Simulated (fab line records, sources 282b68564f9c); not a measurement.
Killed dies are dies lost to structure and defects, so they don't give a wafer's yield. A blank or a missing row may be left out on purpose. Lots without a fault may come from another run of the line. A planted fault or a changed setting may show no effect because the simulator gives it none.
Split-lot experiment | flow rit_cmos | 5 lots, 23 wafers read, on a route of 202 steps

THE SPLIT
At RIT_PWELL_COAT_01 (resist thk 1300 nm), the setting resist_thk_nm was moved away from the recipe's 1300 nm on 8 of the 23 wafers read, by -3.4% to +5.1%. The other wafers ran this setting at the recipe's value.

FROM THE SPLIT TO THE READING: what the file shows between them, 3 steps
- RIT_PWELL_SOFTBAKE_02: time 60 s
- RIT_PWELL_EXPOSE_03: exposes mask M3, target cd 43700 nm
- RIT_PWELL_DEVELOP_05: develop time 68 s

THE READING
NOVOLAK_of_PWELL_COAT_01.thk_nm (the simulator's own value, which no gauge read), in nm, at RIT_PWELL_HARDBAKE_07 (time 120 s). The file gives no usual value for it. The 15 wafers here that ran the recipe average 1139 nm, standard deviation 2.5 nm.

wafer  | tool, chamber at the split | resist_thk_nm as run, nm | against the recipe | NOVOLAK_of_PWELL_COAT_01.thk_nm, nm | against lot-mates on the recipe
L075.2 | litho_track-03, 0          | 1300                     | recipe             | 1139                                | -
L075.3 | litho_track-03, 0          | 1300                     | recipe             | 1137                                | -
L075.6 | litho_track-03, 0          | 1300                     | recipe             | 1141                                | -
L076.1 | litho_track-01, 0          | 1256                     | -3.4%              | 1104                                | -34
L076.2 | litho_track-01, 0          | 1256                     | -3.4%              | 1104                                | -34
L076.3 | litho_track-01, 0          | 1300                     | recipe             | 1136                                | -
L076.4 | litho_track-01, 0          | 1300                     | recipe             | 1137                                | -
L076.6 | litho_track-01, 0          | 1300                     | recipe             | 1140                                | -
L077.1 | litho_track-03, 0          | 1300                     | recipe             | 1141                                | -
L077.4 | litho_track-03, 0          | 1300                     | recipe             | 1141                                | -
L077.2 | litho_track-03, 0          | 1300                     | recipe             | 1144                                | -
L077.3 | litho_track-03, 0          | 1300                     | recipe             | 1138                                | -
L077.6 | litho_track-03, 0          | 1300                     | recipe             | 1142                                | -
L082.2 | litho_track-03, 0          | 1274                     | -2.0%              | 1115                                | -20
L082.3 | litho_track-03, 0          | 1274                     | -2.0%              | 1115                                | -20
L082.4 | litho_track-03, 0          | 1274                     | -2.0%              | 1116                                | -20
L082.5 | litho_track-03, 0          | 1300                     | recipe             | 1135                                | -
L082.6 | litho_track-03, 0          | 1300                     | recipe             | 1136                                | -
L083.1 | litho_track-02, 0          | 1366                     | +5.1%              | 1195                                | +56
L083.3 | litho_track-02, 0          | 1366                     | +5.1%              | 1195                                | +56
L083.4 | litho_track-02, 0          | 1366                     | +5.1%              | 1195                                | +56
L083.5 | litho_track-02, 0          | 1300                     | recipe             | 1141                                | -
L083.6 | litho_track-02, 0          | 1300                     | recipe             | 1138                                | -

THE FIT
A straight line over all 23 wafers: NOVOLAK_of_PWELL_COAT_01.thk_nm changes by +11 nm for each +1% of resist_thk_nm; r = +1.00; the points scatter about the line by 2.3 nm.
The same after taking each lot's own level away (the mean of its wafers on the recipe; 23 wafers): +10.6 nm for each +1%; r = +1.00; scatter 1.6 nm.
On that fit, the largest move of resist_thk_nm shifts the reading by 54 nm.
The lots' own levels span 1135.5 to 1141.2 nm, that is 2.3 times the standard deviation above.
So the lot-to-lot level changes the slope little: the two slopes agree.
Check: with one of the wafers moved furthest among these (+5.1%) left out of the fit, the line predicts +54.1 nm for it against its lot-mates. It came out at +55.5 nm against them.

OTHER SPLITS ON THESE WAFERS
These wafers also went through other splits before the reading. Each is held against what the fit with the lots' levels taken away leaves over:
other split on the same wafers    | wafers away from the commonest value | r with NOVOLAK_of_PWELL_COAT_01.thk_nm (lot level and that fit taken away)
RIT_ACTIVE_OXIDATION_01 ox_time_s | 18                                   | -0.01
RIT_FOX2_OXIDATION_00 temp_c      | 15                                   | -0.10
RIT_FOX2_CLEAN_02 time_s          | 15                                   | +0.04
RIT_NWELL_IMPLANT_08 energy_kev   | 7                                    | +0.00

THE WHOLE CHAIN: every reading that the file lists as answering this split, in the file's order
step                  | what it does       | reading                                                                          | change (the file's fit)              | r (the file's)
RIT_PWELL_COAT_01     | resist thk 1300 nm | NOVOLAK_of_PWELL_COAT_01.thk_nm (the simulator's own value, which no gauge read) | +12.3 nm for each +1% of the setting | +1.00
RIT_PWELL_HARDBAKE_07 | time 120 s         | NOVOLAK_of_PWELL_COAT_01.thk_nm (the simulator's own value, which no gauge read) | +10.6 nm for each +1% of the setting | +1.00

THE FILE'S OWN FIT
NOVOLAK_of_PWELL_COAT_01.thk_nm changes by +10.6 nm for each +1% of resist_thk_nm, r = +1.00.
